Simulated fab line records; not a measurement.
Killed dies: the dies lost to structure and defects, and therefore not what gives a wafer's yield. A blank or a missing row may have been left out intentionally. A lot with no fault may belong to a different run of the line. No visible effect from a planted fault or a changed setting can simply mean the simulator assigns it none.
Which of the tools did it? -- flow berkeleyCmos170 -- route of 331 steps, sampled at 1 step: 7 lots, 21 wafers

WHAT THE GAUGES READ, wafer by wafer
UCB170_V1_CD_MEAS_90: the cd target is 700 nm.
lot,measured,on,cdNm (nm)
L508,day 7 09:37,cdSem-01,703.0 701.2 702.0
L510,day 8 00:14,cdSem-01,700.4 700.6 700.6
L515,day 8 17:10,cdSem-01,703.0 702.8 703.8
L521,day 10 11:01,cdSem-01,699.8 698.7 698.7
L526,day 11 17:03,cdSem-02,702.1 702.2 703.0
L528,day 11 17:20,cdSem-01,701.5 699.6 700.6
L529,day 12 09:15,cdSem-01,700.4 698.2 699.4

WHAT TOOL EACH LOT RAN ON (gives the tool, then ch and the chambers of the sampled wafers, and finally the start)
There is no process step in the record ahead of these readings.

THE ANSWER, worked out from the rows above alone
Rule: the usual values come from the lots themselves. Put in order of their means at a reading, lots are off if they are a third of the lots or fewer, leave a main group of 4 or more, and stand apart from it by a gap of 3 or more times the standard deviation of the main group's means; of several such gaps the widest counts. A main group is skipped when, at the precision printed for the reading in the tables above, its means are all equal. Also off: a lot with no number at a reading for which 4 or more lots have one. The other lots that the step has rows for count as sound.
No lot is off at any reading shown: from this, nothing can be told.

WHAT THE SIMULATOR HAD INSERTED
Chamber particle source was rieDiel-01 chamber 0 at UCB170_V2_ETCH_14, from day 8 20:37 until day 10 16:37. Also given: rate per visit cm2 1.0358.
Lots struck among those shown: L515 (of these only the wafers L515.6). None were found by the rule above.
